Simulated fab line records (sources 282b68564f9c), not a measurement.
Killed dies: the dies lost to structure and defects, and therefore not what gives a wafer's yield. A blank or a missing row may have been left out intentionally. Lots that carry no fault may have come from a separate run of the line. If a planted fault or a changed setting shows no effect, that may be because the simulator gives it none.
The tool behind it: which one? / flow ritCmos / 14 lots, 42 wafers sampled, at 2 steps of a route of 202

## WHAT THE GAUGES SHOWED, per wafer
RIT_NRETRO_TW_MEAS_10. Usual: for NRETRO_TW the level is 1042 and the standard deviation is 6.3.
lot=L645; measured=day 2 06:07; on=filmMetro-03; NRETRO_TW=1055 1054 1050; flag=
lot=L646; measured=day 2 10:56; on=filmMetro-04; NRETRO_TW=1046 1053 1046; flag=
lot=L648; measured=day 2 21:42; on=filmMetro-04; NRETRO_TW=1046 1046 1050; flag=
lot=L649; measured=day 3 02:02; on=filmMetro-03; NRETRO_TW=1052 1047 1048; flag=
lot=L650; measured=day 3 06:43; on=filmMetro-04; NRETRO_TW=1027 1032 1033; flag=
lot=L651; measured=day 3 11:44; on=filmMetro-04; NRETRO_TW=1283 1290 1289 1289 1290 1288; flag=OFF
lot=L652; measured=day 3 17:12; on=filmMetro-02; NRETRO_TW=1291 1295 1294 1293 1295 1299; flag=OFF
lot=L653; measured=day 3 22:28; on=filmMetro-02; NRETRO_TW=1046 1040 1036; flag=
lot=L658; measured=day 4 23:32; on=filmMetro-02; NRETRO_TW=1038 1031 1041; flag=
lot=L662; measured=day 5 20:37; on=filmMetro-04; NRETRO_TW=1041 1042 1040; flag=
lot=L663; measured=day 6 00:49; on=filmMetro-03; NRETRO_TW=1052 1049 1049; flag=
lot=L664; measured=day 6 06:15; on=filmMetro-04; NRETRO_TW=1036 1038 1043; flag=
lot=L665; measured=day 6 11:01; on=filmMetro-02; NRETRO_TW=1041 1040 1045; flag=
lot=L668; measured=day 7 02:06; on=filmMetro-04; NRETRO_TW=1038 1038 1032; flag=

## WHICH TOOL RAN EACH LOT (tool, then ch and the chambers of the sampled wafers, then the start)
lot=L645; RIT_NRETRO_IMPLANT_08=implanter-03 ch 0, day 2 05:48
lot=L646; RIT_NRETRO_IMPLANT_08=implanter-02 ch 0, day 2 10:40
lot=L648; RIT_NRETRO_IMPLANT_08=implanter-04 ch 0, day 2 21:23
lot=L649; RIT_NRETRO_IMPLANT_08=implanter-04 ch 0, day 3 01:42
lot=L650; RIT_NRETRO_IMPLANT_08=implanter-02 ch 0, day 3 06:25
lot=L651; RIT_NRETRO_IMPLANT_08=implanter-04 ch 0, day 3 11:07
lot=L652; RIT_NRETRO_IMPLANT_08=implanter-03 ch 0, day 3 16:34
lot=L653; RIT_NRETRO_IMPLANT_08=implanter-04 ch 0, day 3 22:11
lot=L658; RIT_NRETRO_IMPLANT_08=implanter-03 ch 0, day 4 23:14
lot=L662; RIT_NRETRO_IMPLANT_08=implanter-04 ch 0, day 5 20:17
lot=L663; RIT_NRETRO_IMPLANT_08=implanter-03 ch 0, day 6 00:31
lot=L664; RIT_NRETRO_IMPLANT_08=implanter-04 ch 0, day 6 05:58
lot=L665; RIT_NRETRO_IMPLANT_08=implanter-03 ch 0, day 6 10:41
lot=L668; RIT_NRETRO_IMPLANT_08=implanter-04 ch 0, day 7 01:47
- RIT_NRETRO_IMPLANT_08

## AS READ BY THE TOOLS THEMSELVES (means over the sampled wafers that have a number; for cases with no such wafer, the mark the record gives instead)
RIT_NRETRO_IMPLANT_08. Usual: beamEnergyKeV 69.995, standard deviation 0.024; endStationPressureTorr 4.99e-06 Torr, standard deviation 2.8e-07.
lot=L645; tool=implanter-03; beamEnergyKeV=69.977; endStationPressureTorr (Torr)=5.11e-06; flag=
lot=L646; tool=implanter-02; beamEnergyKeV=69.943; endStationPressureTorr (Torr)=4.79e-06; flag=
lot=L648; tool=implanter-04; beamEnergyKeV=69.992; endStationPressureTorr (Torr)=4.61e-06; flag=
lot=L649; tool=implanter-04; beamEnergyKeV=70.023; endStationPressureTorr (Torr)=5.17e-06; flag=
lot=L650; tool=implanter-02; beamEnergyKeV=70.002; endStationPressureTorr (Torr)=4.93e-06; flag=
lot=L651; tool=implanter-04; beamEnergyKeV=70.014; endStationPressureTorr (Torr)=4.84e-06; flag=
lot=L652; tool=implanter-03; beamEnergyKeV=70.003; endStationPressureTorr (Torr)=4.87e-06; flag=
lot=L653; tool=implanter-04; beamEnergyKeV=69.967; endStationPressureTorr (Torr)=5.02e-06; flag=
lot=L658; tool=implanter-03; beamEnergyKeV=69.987; endStationPressureTorr (Torr)=5.04e-06; flag=
lot=L662; tool=implanter-04; beamEnergyKeV=69.996; endStationPressureTorr (Torr)=5.00e-06; flag=
lot=L663; tool=implanter-03; beamEnergyKeV=70.024; endStationPressureTorr (Torr)=4.86e-06; flag=
lot=L664; tool=implanter-04; beamEnergyKeV=70.003; endStationPressureTorr (Torr)=4.93e-06; flag=
lot=L665; tool=implanter-03; beamEnergyKeV=70.017; endStationPressureTorr (Torr)=4.84e-06; flag=
lot=L668; tool=implanter-04; beamEnergyKeV=69.985; endStationPressureTorr (Torr)=4.83e-06; flag=

## THE ANSWER, worked out from the rows above alone
Rule: a lot counts as off when the mean over its wafers that have a number is more than 3 standard deviations away from the usual mean. Also off: a lot with no number at a reading for which 4 or more lots have one. All remaining lots with rows at the step are treated as sound. First the gauges in route order, then the tools' own readings, where a lot's mean is used as printed above. The first step at which some lot is off is used, and at that step the reading that is off furthest; a lot without a number counts as furthest.
Off: L651, L652, seen at RIT_NRETRO_TW_MEAS_10 (NRETRO_TW).
A tool fits if, at a process step before that reading, it ran every lot that is off, and no sound lot after the first of them. Those tools and the gauges at RIT_NRETRO_TW_MEAS_10 are tried in the same way. None of those tried fits.

## WHAT THE SIMULATOR HAD INSERTED
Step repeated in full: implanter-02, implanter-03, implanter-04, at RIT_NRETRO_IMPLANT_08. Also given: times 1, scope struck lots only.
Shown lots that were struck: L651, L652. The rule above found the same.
